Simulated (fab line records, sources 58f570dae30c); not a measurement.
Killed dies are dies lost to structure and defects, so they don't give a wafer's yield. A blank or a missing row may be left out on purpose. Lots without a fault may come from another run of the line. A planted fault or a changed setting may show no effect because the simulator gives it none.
Split-lot experiment | flow berkeley_cmos170 | 5 lots, 23 wafers read, on a route of 331 steps

THE SPLIT
At UCB170_PWELL_COAT_08 (resist thk 900 nm), the setting resist_thk_nm was moved away from the recipe's 900 nm on 11 of the 23 wafers read, by -3.9% to +5.6%. The other wafers ran this setting at the recipe's value.

The reading is taken at the split's own step.

THE READING
KrF_of_PWELL_COAT_08.thk_nm (the simulator's own value, which no gauge read), in nm, at UCB170_PWELL_COAT_08 (resist thk 900 nm). The file gives no usual value for it. The 12 wafers here that ran the recipe average 900.6 nm, standard deviation 1.6 nm.

wafer  | tool, chamber at the split | resist_thk_nm as run, nm | against the recipe | KrF_of_PWELL_COAT_08.thk_nm, nm | against lot-mates on the recipe
L077.2 | litho_track-04, 0          | 900                      | recipe             | 901.4                           | -
L077.3 | litho_track-04, 0          | 900                      | recipe             | 902.5                           | -
L077.5 | litho_track-04, 0          | 900                      | recipe             | 900.5                           | -
L081.1 | litho_track-03, 0          | 949.5                    | +5.5%              | 953.2                           | +50.6
L081.2 | litho_track-03, 0          | 949.5                    | +5.5%              | 951.6                           | +49.0
L081.4 | litho_track-03, 0          | 900                      | recipe             | 901.9                           | -
L081.5 | litho_track-03, 0          | 900                      | recipe             | 903.4                           | -
L081.6 | litho_track-03, 0          | 949.5                    | +5.5%              | 952.4                           | +49.8
L082.1 | litho_track-02, 0          | 900                      | recipe             | 899.6                           | -
L082.2 | litho_track-02, 0          | 900                      | recipe             | 898.5                           | -
L082.3 | litho_track-02, 0          | 864.9                    | -3.9%              | 864.2                           | -34.8
L082.4 | litho_track-02, 0          | 864.9                    | -3.9%              | 863.9                           | -35.1
L082.5 | litho_track-02, 0          | 864.9                    | -3.9%              | 865.1                           | -33.9
L083.1 | litho_track-04, 0          | 900                      | recipe             | 901.9                           | -
L083.2 | litho_track-04, 0          | 900                      | recipe             | 900                             | -
L083.3 | litho_track-04, 0          | 900                      | recipe             | 899.4                           | -
L083.4 | litho_track-04, 0          | 950.8                    | +5.6%              | 952.3                           | +51.9
L083.5 | litho_track-04, 0          | 950.8                    | +5.6%              | 953                             | +52.6
L084.1 | litho_track-04, 0          | 900                      | recipe             | 900.2                           | -
L084.3 | litho_track-04, 0          | 866.1                    | -3.8%              | 863.9                           | -35.3
L084.4 | litho_track-04, 0          | 866.1                    | -3.8%              | 870                             | -29.2
L084.5 | litho_track-04, 0          | 866.1                    | -3.8%              | 864.9                           | -34.3
L084.6 | litho_track-04, 0          | 900                      | recipe             | 898.1                           | -

THE FIT
A straight line over all 23 wafers: KrF_of_PWELL_COAT_08.thk_nm changes by +9.28 nm for each +1% of resist_thk_nm; r = +1.00; the points scatter about the line by 1.6 nm.
The same after taking each lot's own level away (the mean of its wafers on the recipe; 23 wafers): +9.01 nm for each +1%; r = +1.00; scatter 1.3 nm.
On that fit, the largest move of resist_thk_nm shifts the reading by 51 nm.
The lots' own levels span 899.05 to 902.65 nm, that is 2.3 times the standard deviation above.
So the lot-to-lot level changes the slope little: the two slopes agree.
Check: with one of the wafers moved furthest among these (+5.6%) left out of the fit, the line predicts +51.1 nm for it against its lot-mates. It came out at +51.9 nm against them.

OTHER SPLITS ON THESE WAFERS
These wafers also went through other splits before the reading. Each is held against what the fit with the lots' levels taken away leaves over:
other split on the same wafers      | wafers away from the commonest value | r with KrF_of_PWELL_COAT_08.thk_nm (lot level and that fit taken away)
UCB170_START_OXIDATION_02 ox_time_s | 10                                   | +0.05
UCB170_NWELL_ETCH_13 rf_w           | 5                                    | -0.01

THE WHOLE CHAIN: every reading that the file lists as answering this split, in the file's order
step                  | what it does      | reading                                                                      | change (the file's fit)              | r (the file's)
UCB170_PWELL_COAT_08  | resist thk 900 nm | KrF_of_PWELL_COAT_08.thk_nm (the simulator's own value, which no gauge read) | +9.04 nm for each +1% of the setting | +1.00
UCB170_PWELL_STRIP_16 | strips in O2      | strip_time_to_endpoint_s                                                     | withheld for each +1% of the setting | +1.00

THE FILE'S OWN FIT
KrF_of_PWELL_COAT_08.thk_nm changes by +9.04 nm for each +1% of resist_thk_nm, r = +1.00.
